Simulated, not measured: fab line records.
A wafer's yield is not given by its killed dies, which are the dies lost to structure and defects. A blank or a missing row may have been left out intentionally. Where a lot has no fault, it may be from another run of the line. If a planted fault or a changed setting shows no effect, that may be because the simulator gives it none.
The same fault as seen by 2 desks ; flow berkeley_cmos170 ; each desk has only its own numbers; what lay behind them comes last

== TOOL OWNER'S DESK, rtp_anneal-02 ==
The tool's own readings at UCB170_CONTACT_RTA_08 (time 10 s): means of the sampled wafers that have a number, for each lot that ran on this tool. Marked OUT: a lot whose mean sits more than 4 standard deviations from the usual mean, which makes it out of limits; the brackets give that distance.
Columns: A = anneal_temp_c_max at UCB170_CONTACT_RTA_08, usual 904.3; B = lamp_power_pct at UCB170_CONTACT_RTA_08, usual 27 %; C = wafer_temp_C_max at UCB170_CONTACT_RTA_08, usual 904.2
lot;first seen here;A;B;C
L356;day 8 23:15;903.9;32;904.2
L365;day 9 23:49;903.1;32;904.0
L366;day 10 11:04;904.2;32;904.3
This desk's verdict: no lot among the 3 shows anything out of limits.

== METROLOGY DESK ==
Lot by lot, what the gauges showed, no matter which tool ran the lot: averages of those sampled wafers that carry a number. Marked OUT: a lot whose mean sits more than 4 standard deviations from the usual mean, which makes it out of limits; the brackets give that distance. Readings shown: 7 of its 11, picked as those furthest out on some lot.
Columns: A = SILICIDE_TI_RS at UCB170_SILICIDE_RS_MEAS_02, usual 26.1 ohm/sq; B = SILICIDE_TI_THK at UCB170_SILICIDE_THK_MEAS_03, usual 30.0 nm; C = CONTACT_PSG_THK at UCB170_CONTACT_THK_MEAS_02, usual 705 nm; D = M1_AL_THK at UCB170_M1_THK_MEAS_02, usual 594 nm; E = cd_nm at UCB170_M1_CD_MEAS_09, usual 699.8 nm; F = M1_OVL at UCB170_M1_OVL_MEAS_10, usual 1 nm; G = cd_nm at UCB170_M1_CD_MEAS_90, usual 700.8 nm
lot;first seen here;A;B;C;D;E;F;G
L356;day 8 20:01;26.8;29.5;700;605;699.8;1;701.8
L355;day 8 20:24;25.2;31.0;712;592;702.3;-0;705.3
L364;day 9 16:49;25.9;30.2;716;602;699.2;4;700.1
L365;day 9 17:26;25.6;30.5;709;600;699.2;-8;700.1
L366;day 10 07:56;26.2;30.0;702;595;699.8;-1;699.4
L363;day 10 07:59;26.1;30.1;696;599;699.8;-5;702.1
This desk's verdict: no lot among the 6 shows anything out of limits.

== TAKEN TOGETHER ==
The tool owner's desk saw nothing out of limits.
Metrology desk: nothing out of limits seen.

== WHAT THE SIMULATOR HAD PUT IN ==
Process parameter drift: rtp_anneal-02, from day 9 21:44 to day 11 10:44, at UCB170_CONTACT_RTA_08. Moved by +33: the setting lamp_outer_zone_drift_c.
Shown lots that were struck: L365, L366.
